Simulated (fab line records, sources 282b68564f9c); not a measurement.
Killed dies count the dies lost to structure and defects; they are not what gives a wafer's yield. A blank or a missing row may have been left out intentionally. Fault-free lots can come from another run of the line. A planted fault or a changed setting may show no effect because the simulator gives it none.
fab line records	flow rit_cmos
record: lots: 6	wafers: 18	last_day: 7
route steps=202 shown CONTACT@172 M1@184
lots that met no fault: taken from a fault-free run of the same line
start_h: start of the lot's first displayed wafer, in hours after the record's first day	wait_h: hours from the lot's prior step to this one	" unchanged from the row above	L1.1+2: one row covering several wafers at once	- either no value or no given start	* or withheld: withheld	< > ~ a bound
route shown NAME@n: names a module that has steps shown in the file, with the first one's number in the route	usual: average and standard deviation across the fault-free wafers	same: alike in all rows	chamber/n: place in a boat	sites: the reading at each site	_std_site: the values' standard deviation	_edge_site: outer sites' mean less inner sites'	radius_mm: how far each site lies from the wafer's centre	mask NAME#n: copy n	behind: the last tool/chamber to shape the wafer	hold: why the lot went on hold/how many hours it stayed there/how the hold came to an end	device: transistor that didn't switch, given as n, p or np	end of line: the same wafers' tests at the end of the route	for a step that has no rows: nothing shown but its recipe	killed: not the wafer's yield, but the dies lost to structure and defects at the first sort	map: dies across one wafer; x = killed, . = not, _ = none there
set.NAME: the setting as run; set.NAME@STEP: as run at that earlier step	model.NAME: the simulator's own value behind a step, which no gauge read
lots at selected steps of the route; one table per step, one row per wafer
services: the hour from which a tool's chamber was out of use, counted from the record's first day as start_h (under 0 if before that day), plus the number of hours and why
== steps ==
step: RIT_CONTACT_SOFTBAKE_04
recipe: resist: NOVOLAK	temp_c: 90	time_s: 60
step: RIT_CONTACT_EXPOSE_05
recipe: mask_id: M11	na: 0.6	source_shape: conventional	sigma_outer: 0.5	target_cd_nm: 1000	dose_mj: 250
step: RIT_CONTACT_PEB_06
recipe: resist: NOVOLAK	temp_c: withheld	time_s: withheld
step: RIT_CONTACT_DEVELOP_07
recipe: resist: NOVOLAK	develop_time_s: 120	dev_temp_c: 23
step: RIT_CONTACT_CD_MEAS_08
recipe: target_cd_nm: 1000
usual: cd_nm: 1000.4/1.8
lot.wafer	tool	chamber	start_h	wait_h	cd_nm
L622.2	cd_sem-01	-	63.15	-	1000.9
L622.3	"	-	"	"	1002.5
L622.5	"	-	"	"	1000.8
L631.1	cd_sem-01	-	106.74	-	1000.5
L631.2	"	-	"	"	1002.4
L631.3	"	-	"	"	1000.2
L635.2	cd_sem-01	-	127.11	-	1000.9
L635.3	"	-	"	"	1001.0
L635.6	"	-	"	"	1000.1
L637.3	cd_sem-02	-	139.09	-	997.4
L637.4	"	-	"	"	997.4
L637.5	"	-	"	"	996.7
L639.3	cd_sem-02	-	147.33	-	1003.2
L639.5	"	-	"	"	1001.4
L639.6	"	-	"	"	1000.6
L642.2	cd_sem-02	-	163.58	-	997.5
L642.3	"	-	"	"	1001.5
L642.4	"	-	"	"	999.7
step: RIT_CONTACT_OVL_MEAS_09
usual: CONTACT_OVL: 0.5/1.4
lot.wafer	tool	chamber	start_h	wait_h	CONTACT_OVL[nm]
L622.2	overlay-01	-	63.26	0.1	1.9
L622.3	"	-	"	"	1.4
L622.5	"	-	"	"	2.0
L631.1	overlay-01	-	106.86	0.1	0.5
L631.2	"	-	"	"	-0.2
L631.3	"	-	"	"	1.5
L635.2	overlay-02	-	127.22	0.1	-0.3
L635.3	"	-	"	"	0.3
L635.6	"	-	"	"	-1.0
L637.3	overlay-01	-	139.18	0.1	0.0
L637.4	"	-	"	"	-0.5
L637.5	"	-	"	"	-0.1
L639.3	overlay-01	-	147.42	0.1	1.0
L639.5	"	-	"	"	1.9
L639.6	"	-	"	"	1.1
L642.2	overlay-01	-	163.69	0.1	-1.1
L642.3	"	-	"	"	-1.8
L642.4	"	-	"	"	-1.3
step: RIT_CONTACT_HARDBAKE_10
recipe: resist: NOVOLAK	temp_c: 140	time_s: 60
step: RIT_CONTACT_ETCH_11
recipe: target_depth_a: 4800	over_etch_frac: 0.2	stop_on: TiSi2	chemistry: CHF3/CF4/Ar	target: SiO2	CHF3_flow_sccm: 50	cf4_flow_sccm: 10	Ar_flow_sccm: 100	O2_flow_sccm: 5	pressure_mtorr: 100	rf_w: 200	time_s: 320
usual: CHF3_flow_sccm: 50.01/0.16	drypump_motor_current_A: 5.7/0.37	oes_product_au: 0.985/0.017	throttle_valve_pct: 8.90/0.11
same: time_s: 320
lot.wafer	tool	chamber	start_h	wait_h	CHF3_flow_sccm	drypump_motor_current_A	oes_product_au	rf_hours_counter_h	throttle_valve_pct
L622.2	rie_diel-02	3	63.44	0.1	50.02	6.2	0.998	45	8.86
L622.3	"	0	"	"	50.05	5.9	0.984	60	8.89
L622.5	"	1	"	"	50.30	5.7	0.995	-	9.00
L631.1	rie_diel-03	1	107.04	0.1	49.99	6.0	0.961	8	8.81
L631.2	"	0	"	"	49.90	5.7	0.991	4	9.00
L631.3	"	3	"	"	50.01	5.2	0.960	128	9.03
L635.2	rie_diel-01	3	127.40	0.1	50.29	5.6	0.976	33	8.86
L635.3	"	2	"	"	50.08	6.1	1.021	74	9.06
L635.6	"	2	"	"	50.10	6.2	1.021	-	9.07
L637.3	rie_diel-03	3	139.35	0.1	49.97	5.2	0.965	128	9.04
L637.4	"	1	"	"	50.07	6.0	0.965	8	8.82
L637.5	"	1	"	"	49.92	6.0	0.981	-	8.81
L639.3	rie_diel-01	3	147.59	0.1	49.99	5.6	0.983	33	8.87
L639.5	"	2	"	"	50.02	6.1	1.022	-	9.07
L639.6	"	3	"	"	50.18	5.6	0.986	-	8.87
L642.2	rie_diel-03	0	163.87	0.1	50.20	5.6	0.995	5	9.00
L642.3	"	2	"	"	50.13	5.2	0.980	13	8.84
L642.4	"	1	"	"	50.26	6.0	0.964	9	8.82
step: RIT_CONTACT_STRIP_12
recipe: chemistry: O2	time_s: 180	resist: NOVOLAK	platen_temp_c: withheld	power_w: 500	pressure_mtorr: 4000	o2_flow_sccm: 4000
usual: drypump_motor_current_A: 5.5/0.48
same: time_s: 180
lot.wafer	tool	chamber	start_h	wait_h	drypump_motor_current_A	rf_hours_counter_h
L622.2	plasma_asher-03	1	63.63	0.1	6.1	44
L622.3	"	1	"	"	6.0	-
L622.5	"	0	"	"	5.2	-
L631.1	plasma_asher-04	1	107.24	0.1	5.6	35
L631.2	"	0	"	"	5.2	35
L631.3	"	0	"	"	5.2	-
L635.2	plasma_asher-04	0	127.59	0.1	5.2	38
L635.3	"	1	"	"	5.6	-
L635.6	"	0	"	"	5.2	-
L637.3	plasma_asher-04	0	139.61	0.2	5.2	-
L637.4	"	1	"	"	5.6	-
L637.5	"	0	"	"	5.2	-
L639.3	plasma_asher-04	0	147.85	0.2	5.2	-
L639.5	"	1	"	"	5.6	-
L639.6	"	0	"	"	5.2	-
L642.2	plasma_asher-04	0	164.06	0.1	5.2	42
L642.3	"	1	"	"	5.6	-
L642.4	"	0	"	"	5.2	-
step: RIT_CONTACT_CD_MEAS_90
recipe: target_cd_nm: 1000
usual: cd_nm: 1000.4/1.9
lot.wafer	tool	chamber	start_h	wait_h	cd_nm
L622.2	cd_sem-02	-	63.83	0.1	1001.2
L622.3	"	-	"	"	1003.3
L622.5	"	-	"	"	1000.7
L631.1	cd_sem-02	-	107.41	0.1	999.7
L631.2	"	-	"	"	1002.7
L631.3	"	-	"	"	999.6
L635.2	cd_sem-01	-	127.79	0.1	1000.9
L635.3	"	-	"	"	1001.4
L635.6	"	-	"	"	1000.3
L637.3	cd_sem-02	-	139.76	0.1	997.1
L637.4	"	-	"	"	996.8
L637.5	"	-	"	"	996.3
L639.3	cd_sem-01	-	148.00	0.1	1003.3
L639.5	"	-	"	"	1001.8
L639.6	"	-	"	"	1001.2
L642.2	cd_sem-01	-	164.26	0.1	998.0
L642.3	"	-	"	"	1001.4
L642.4	"	-	"	"	999.4
step: RIT_CONTACT_CLEAN_13
recipe: chemistry: SC1	mix: 3:3:50	time_s: 600	temp_c: 75
step: RIT_CONTACT_CLEAN_14
recipe: chemistry: SC2	mix: 3:3:50	time_s: 600	temp_c: 75	dry: n2_spin
step: RIT_M1_SPUTTER_00
recipe: material: Al	target_thk_nm: 400	power_w: 2000	chamber_pressure_pa: 0.4	gas: Ar	time_s: 500	substrate_temp_c: 25
usual: cathode_dc_power_W: 2000.0/0.34	throttle_valve_pct: 30.4/0.61
same: time_s: 500
lot.wafer	tool	chamber	start_h	wait_h	cathode_dc_power_W	throttle_valve_pct	model.Al_of_M1_SPUTTER_00.thk_nm
L622.2	pvd_sputter-03	-	64.28	0.0	1999.6	30.9	396.3
L622.3	"	-	"	"	1999.9	30.5	398.9
L622.5	"	-	"	"	1999.9	30.4	395.8
L631.1	pvd_sputter-04	-	107.88	0.0	1999.9	30.9	402.1
L631.2	"	-	"	"	2000.4	29.2	401.7
L631.3	"	-	"	"	2000.0	30.4	403.5
L635.2	pvd_sputter-04	-	128.26	0.0	1288.0	29.1	252.4
L635.3	"	-	"	"	2000.5	29.2	396.7
L635.6	"	-	"	"	1999.7	30.6	402.2
L637.3	pvd_sputter-04	-	140.19	0.0	1288.3	29.2	260
L637.4	"	-	"	"	2000.1	30.4	404.9
L637.5	"	-	"	"	2000.2	30.9	402.5
L639.3	pvd_sputter-01	-	148.43	0.0	1999.8	29.1	402
L639.5	"	-	"	"	2000.0	30.7	406
L639.6	"	-	"	"	1999.2	29.1	400.8
L642.2	pvd_sputter-03	-	164.72	0.0	1999.5	30.8	401
L642.3	"	-	"	"	2000.3	30.7	399.2
L642.4	"	-	"	"	2000.3	30.2	405.5
step: RIT_M1_RS_MEAS_01
recipe: thk_meas_gauge: four-point-probe	reads: Al_of_M1_SPUTTER_00
usual: M1_AL_RS: 0.0734/0.00091
lot.wafer	tool	chamber	start_h	wait_h	M1_AL_RS[ohm/sq]
L622.2	film_metro-03	-	64.59	0.2	0.0739
L622.3	"	-	"	"	0.0735
L622.5	"	-	"	"	0.0743
L631.1	film_metro-02	-	108.18	0.1	0.0730
L631.2	"	-	"	"	0.0730
L631.3	"	-	"	"	0.0729
L635.2	film_metro-02	-	128.57	0.2	0.1182
L635.3	"	-	"	"	0.0740
L635.6	"	-	"	"	0.0730
L637.3	film_metro-04	-	140.53	0.2	0.1144
L637.4	"	-	"	"	0.0724
L637.5	"	-	"	"	0.0728
L639.3	film_metro-02	-	148.77	0.2	0.0729
L639.5	"	-	"	"	0.0724
L639.6	"	-	"	"	0.0733
L642.2	film_metro-02	-	165.04	0.2	0.0731
L642.3	"	-	"	"	0.0734
L642.4	"	-	"	"	0.0723
step: RIT_M1_THK_MEAS_02
recipe: thk_meas_gauge: xrf	reads: Al_of_M1_SPUTTER_00
usual: M1_AL_THK: 404/5.5
lot.wafer	tool	chamber	start_h	wait_h	M1_AL_THK[nm]
L622.2	film_metro-03	-	64.70	0.1	401
L622.3	"	-	"	"	401
L622.5	"	-	"	"	400
L631.1	film_metro-02	-	108.30	0.1	408
L631.2	"	-	"	"	407
L631.3	"	-	"	"	409
L635.2	film_metro-02	-	128.68	0.1	256
L635.3	"	-	"	"	400
L635.6	"	-	"	"	406
L637.3	film_metro-04	-	140.63	0.1	263
L637.4	"	-	"	"	409
L637.5	"	-	"	"	408
L639.3	film_metro-02	-	148.87	0.1	410
L639.5	"	-	"	"	412
L639.6	"	-	"	"	407
L642.2	film_metro-02	-	165.15	0.1	408
L642.3	"	-	"	"	407
L642.4	"	-	"	"	411
step: RIT_M1_HMDS_03
recipe: prime_time_s: 60	prime_temp_c: 140
step: RIT_M1_COAT_04
recipe: resist: NOVOLAK	spin_rpm: 2000	resist_thk_nm: 1300
step: RIT_M1_SOFTBAKE_05
recipe: resist: NOVOLAK	temp_c: 89.34	time_s: 60
step: RIT_M1_EXPOSE_06
recipe: mask_id: M12	na: 0.6	source_shape: conventional	sigma_outer: 0.5	target_cd_nm: 2600	dose_mj: 250
step: RIT_M1_PEB_07
recipe: resist: NOVOLAK	temp_c: withheld	time_s: withheld
step: RIT_M1_DEVELOP_08
recipe: resist: NOVOLAK	develop_time_s: 68	dev_temp_c: 23
step: RIT_M1_CD_MEAS_09
recipe: target_cd_nm: 2600
usual: cd_nm: 2599.9/2.1
lot.wafer	tool	chamber	start_h	wait_h	cd_nm
L622.2	cd_sem-01	-	65.65	-	2599.8
L622.3	"	-	"	"	2598.8
L622.5	"	-	"	"	2598.2
L631.1	cd_sem-01	-	109.24	-	2600.4
L631.2	"	-	"	"	2603.2
L631.3	"	-	"	"	2600.0
L635.2	cd_sem-01	-	129.63	-	2598.7
L635.3	"	-	"	"	2600.2
L635.6	"	-	"	"	2600.4
L637.3	cd_sem-02	-	141.75	-	2600.1
L637.4	"	-	"	"	2599.8
L637.5	"	-	"	"	2599.3
L639.3	cd_sem-02	-	149.83	-	2598.4
L639.5	"	-	"	"	2598.5
L639.6	"	-	"	"	2600.7
L642.2	cd_sem-02	-	166.10	-	2600.9
L642.3	"	-	"	"	2597.6
L642.4	"	-	"	"	2601.6
step: RIT_M1_OVL_MEAS_10
usual: M1_OVL: -0.4/1.6
lot.wafer	tool	chamber	start_h	wait_h	M1_OVL[nm]
L622.2	overlay-02	-	65.76	0.1	0.1
L622.3	"	-	"	"	1.1
L622.5	"	-	"	"	0.6
L631.1	overlay-02	-	109.36	0.1	-1.0
L631.2	"	-	"	"	-0.1
L631.3	"	-	"	"	-0.8
L635.2	overlay-01	-	129.74	0.1	-1.7
L635.3	"	-	"	"	-0.5
L635.6	"	-	"	"	-1.3
L637.3	overlay-02	-	141.84	0.1	-0.5
L637.4	"	-	"	"	0.0
L637.5	"	-	"	"	-0.4
L639.3	overlay-01	-	149.92	0.1	-3.5
L639.5	"	-	"	"	-1.5
L639.6	"	-	"	"	-3.6
L642.2	overlay-02	-	166.20	0.1	-3.3
L642.3	"	-	"	"	-3.3
L642.4	"	-	"	"	-1.2
step: RIT_M1_HARDBAKE_11
recipe: resist: NOVOLAK	temp_c: 140	time_s: 120
step: RIT_M1_METAL_ETCH_12
recipe: stop_on: SiO2	chemistry: Cl2/BCl3	target: Al	time_s: 165	over_etch_frac: 0.5	pressure_mtorr: 100	target_depth_a: 6000	rf_w: 257	Cl2_flow_sccm: 60	bcl3_flow_sccm: 50
usual: drypump_motor_current_A: 5.9/0.4	oes_product_au: 0.772/0.012	throttle_valve_pct: 8.26/0.08
same: time_s: 165
lot.wafer	tool	chamber	start_h	wait_h	drypump_motor_current_A	oes_product_au	rf_hours_counter_h	throttle_valve_pct
L622.2	rie_metal-02	0	66.04	0.2	6.6	0.747	2	8.11
L622.3	"	1	"	"	5.6	0.783	-	8.28
L622.5	"	0	"	"	6.6	0.756	-	8.12
L631.1	rie_metal-02	1	109.64	0.2	5.6	0.786	3	8.28
L631.2	"	0	"	"	6.6	0.757	3	8.11
L631.3	"	1	"	"	5.6	0.784	-	8.29
L635.2	rie_metal-03	0	130.02	0.2	6.2	0.616	37	8.38
L635.3	"	0	"	"	6.2	0.773	-	8.36
L635.6	"	1	"	"	6.0	0.774	-	8.23
L637.3	rie_metal-02	1	142.29	0.2	5.6	0.622	-	8.29
L637.4	"	0	"	"	6.6	0.766	-	8.10
L637.5	"	0	"	"	6.6	0.762	-	8.12
L639.3	rie_metal-02	1	150.25	0.2	5.6	0.775	-	8.29
L639.5	"	0	"	"	6.6	0.769	-	8.11
L639.6	"	1	"	"	5.6	0.778	-	8.29
L642.2	rie_metal-02	1	166.48	0.2	5.6	0.790	4	8.30
L642.3	"	1	"	"	5.6	0.767	-	8.29
L642.4	"	0	"	"	6.6	0.768	-	8.12
step: RIT_M1_STRIP_13
recipe: chemistry: nmp	resist: NOVOLAK	temp_c: 80	time_s: 600	dry: n2_spin
step: RIT_M1_PROBE_99
usual: defect_limited_yield: 97.2/1.1	killed_at_contacts: 0.1/0.27	killed_at_front_end: 7.2/2.9	killed_dies: 7.3/2.9	killed_open: 3.6/1.9	killed_short: 3.8/1.9	sort_bin_3_pad_short: 0.1/0.19	sort_bin_5_function: 1.5/0.78	sort_bin_6_memory: 1.2/0.71	sort_n_pass: 256.7/2.9	sort_yield_pct: 97.2/1.1
same: gross_dies: 264	killed_at_M0_to_M3: 0	killed_at_M4_up: 0	killed_at_back_side: 0	killed_at_other: 0
lot.wafer	tool	chamber	start_h	wait_h	defect_limited_yield[%]	killed_at_contacts	killed_at_front_end	killed_dies	killed_open	killed_short	sort_bin_3_pad_short[%]	sort_bin_5_function[%]	sort_bin_6_memory[%]	sort_n_pass	sort_yield_pct[%]	model.etest.m1.rs_ohm_sq	model.etest.antenna_m1.vt_shift_v
L622.2	prober-01	-	68.81	0.1	97.7	0	6	6	2	4	0	1.9	0.4	258.0	97.7	0.07336	-0.00843
L622.3	prober-01	-	68.86	0.2	98.9	0	3	3	1	2	0.4	0.4	0.4	261.0	98.9	0.0722	-0.009638
L622.5	prober-01	-	68.96	0.2	97.0	0	8	8	3	5	0	2.3	0.8	256.0	97.0	0.07333	-0.007562
L631.1	prober-02	-	111.91	0.1	97.3	0	7	7	4	3	0	1.9	0.8	257.0	97.3	0.07199	-0.01755
L631.2	prober-02	-	111.96	0.1	97.3	0	7	7	3	4	0	1.1	1.5	257.0	97.3	0.07227	-0.01523
L631.3	prober-02	-	112.01	0.2	98.1	0	5	5	3	2	0	1.5	0.4	259.0	98.1	0.0721	-0.01304
L635.2	prober-02	-	132.33	0.1	97.7	0	6	6	3	3	0	1.5	0.8	258.0	97.7	0.1149	-0.0208
L635.3	prober-02	-	132.38	0.2	97.0	1	7	8	5	3	0	1.1	1.9	256.0	97.0	0.07312	-0.01304
L635.6	prober-02	-	132.53	0.2	97.7	0	6	6	4	2	0	0.8	1.5	258.0	97.7	0.0718	-0.01058
L637.3	prober-02	-	144.60	0.2	97.3	1	6	7	4	3	0	1.9	0.8	257.0	97.3	0.1111	-0.02253
L637.4	prober-02	-	144.65	0.2	97.3	0	7	7	4	3	0	1.9	0.8	257.0	97.3	0.07171	-0.005994
L637.5	prober-02	-	144.70	0.2	96.2	1	9	10	5	5	0	2.3	1.5	254.0	96.2	0.07198	-0.01115
L639.3	prober-02	-	152.56	0.2	97.0	0	8	8	3	5	0	2.3	0.8	256.0	97.0	0.07204	-0.01399
L639.5	prober-02	-	152.66	0.2	98.1	0	5	5	2	3	0.4	0.4	1.1	259.0	98.1	0.07088	-0.01553
L639.6	prober-02	-	152.71	0.2	96.2	0	10	10	6	4	0	2.7	1.1	254.0	96.2	0.07256	-0.01499
L642.2	prober-01	-	168.79	0.1	97.7	0	6	6	5	1	0.4	1.1	0.8	258.0	97.7	0.07205	-0.01297
L642.3	prober-01	-	168.84	0.2	98.5	0	4	4	2	2	0	0.4	1.1	260.0	98.5	0.07271	-0.01118
L642.4	prober-01	-	168.89	0.2	93.9	0	16	16	9	7	0.4	3.8	1.9	248.0	93.9	0.0719	-0.01474
killed by level:class
L622.2 FOX2:geometric_particle:short=2 FOX2:geometric_particle:open=2 GATE:geometric_particle:short=1 REOX:geometric_particle:short=1
L622.3 FOX2:geometric_particle:short=1 SPACER:geometric_particle:short=1 SPACER:geometric_particle:open=1
L622.5 GATE:geometric_particle:short=3 REOX:geometric_particle:open=3 REOX:geometric_particle:short=1 SPACER:geometric_particle:short=1
L631.1 SPACER:geometric_particle:short=2 SPACER:geometric_particle:open=2 GATE:geometric_particle:open=1 SILICIDE:geometric_particle:open=1 SILICIDE:geometric_particle:short=1
L631.2 FOX1:geometric_particle:short=2 SPACER:geometric_particle:open=2 SPACER:geometric_particle:short=2 REOX:geometric_particle:open=1
L631.3 GATE:geometric_particle:open=1 REOX:geometric_particle:open=1 SPACER:geometric_particle:short=1 SILICIDE:geometric_particle:open=1 SILICIDE:geometric_particle:short=1
L635.2 GATE:geometric_particle:short=2 FOX1:geometric_particle:open=1 SPACER:geometric_particle:open=1 SPACER:geometric_particle:short=1 SILICIDE:geometric_particle:open=1
L635.3 GATE:geometric_particle:open=4 GATE:geometric_particle:short=1 SPACER:geometric_particle:short=1 SILICIDE:geometric_particle:short=1 CONTACT:geometric_particle:open=1
L635.6 REOX:geometric_particle:open=2 FOX1:geometric_particle:short=1 GATE:geometric_particle:open=1 SILICIDE:geometric_particle:short=1 SILICIDE:geometric_particle:open=1
L637.3 GATE:geometric_particle:open=2 GATE:geometric_particle:short=2 FOX1:geometric_particle:open=1 SPACER:geometric_particle:open=1 CONTACT:geometric_particle:short=1
L637.4 REOX:geometric_particle:open=2 FOX2:geometric_particle:open=1 FOX2:geometric_particle:short=1 GATE:geometric_particle:short=1 GATE:geometric_particle:open=1 REOX:geometric_particle:short=1
L637.5 FOX2:geometric_particle:open=3 SILICIDE:geometric_particle:short=2 FOX1:geometric_particle:short=1 FOX2:geometric_particle:short=1 GATE:geometric_particle:open=1 SPACER:geometric_particle:open=1 CONTACT:geometric_particle:short=1
L639.3 REOX:geometric_particle:short=3 FOX2:geometric_particle:short=2 FOX2:geometric_particle:open=2 SILICIDE:geometric_particle:open=1
L639.5 REOX:geometric_particle:short=3 GATE:geometric_particle:open=1 REOX:geometric_particle:open=1
L639.6 GATE:geometric_particle:open=3 GATE:geometric_particle:short=2 FOX1:geometric_particle:open=1 FOX2:geometric_particle:short=1 FOX2:geometric_particle:open=1 SPACER:geometric_particle:open=1 SPACER:geometric_particle:short=1
L642.2 GATE:geometric_particle:open=3 SPACER:geometric_particle:open=2 SILICIDE:geometric_particle:short=1
L642.3 GATE:geometric_particle:open=1 GATE:geometric_particle:short=1 REOX:geometric_particle:short=1 SPACER:geometric_particle:open=1
L642.4 GATE:geometric_particle:open=4 FOX2:geometric_particle:open=2 GATE:geometric_particle:short=2 SPACER:geometric_particle:open=2 SPACER:geometric_particle:short=2 FOX1:geometric_particle:short=1 FOX2:geometric_particle:short=1 REOX:geometric_particle:short=1
== services ==
tool	chamber	start_h	hours	kind
rie_metal-03	-	45.42	2.8	pm
rie_diel-02	2	47.53	3.1	repair
rie_diel-02	0	54.83	2.9	repair
rie_diel-03	1	76.94	5.7	repair
rie_diel-01	2	77.17	2.2	repair
rie_diel-02	1	86.78	10.0	repair
rie_diel-01	2	89.83	1.3	repair
pvd_sputter-03	-	91.20	3.1	repair
rie_diel-02	3	92.04	7.8	repair
pvd_sputter-04	-	94.50	0.7	repair
rie_diel-03	2	116.15	2.5	repair
pvd_sputter-03	-	116.53	4.9	repair
rie_diel-03	-	120.86	4.3	pm
rie_metal-02	-	132.35	1.4	pm
rie_diel-01	0	135.18	18.1	repair
rie_metal-03	-	136.12	20.0	pm
rie_metal-03	0	136.12	20.0	vent_cycle
rie_metal-03	1	136.12	20.0	vent_cycle
rie_diel-03	3	146.38	4.0	repair
rie_diel-02	0	147.44	1.9	repair
rie_metal-03	0	156.12	-	clean
rie_metal-03	1	156.12	-	clean
== key ==
first_sign: step: RIT_M1_SPUTTER_00	reading: cathode_dc_power_W	direction: down	sigmas: 99+	usual: 2000.0	struck: 1288.1
effect: step: RIT_M1_RS_MEAS_01	reading: M1_AL_RS	direction: up	sigmas: 47	usual: 0.0734	struck: 0.1163
effect: step: RIT_M1_THK_MEAS_02	reading: M1_AL_THK	direction: down	sigmas: 26	usual: 404	struck: 259
effect: step: RIT_M1_METAL_ETCH_12	reading: oes_product_au	direction: down	sigmas: 13	usual: 0.772	struck: 0.619
model_effect: step: RIT_M1_SPUTTER_00	value: Al_of_M1_SPUTTER_00.thk_nm	without: 398.5	struck: 256.2
model_effect: step: RIT_M1_PROBE_99	value: etest.m1.rs_ohm_sq	without: 0.07255	struck: 0.113
met_at RIT_M1_SPUTTER_00
struck_wafers L635.2,L637.3
onset_between 107.88 128.26
fault: kind: process_parameter_drift	tool: pvd_sputter-04	chamber: -	onset_h: 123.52	steps: RIT_M1_SPUTTER_00	channel: power_w	offset: -711.8	shape: step	end_h: 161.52	acts_in: these_recipes_only	stated: 2000	scope: struck_wafers_only
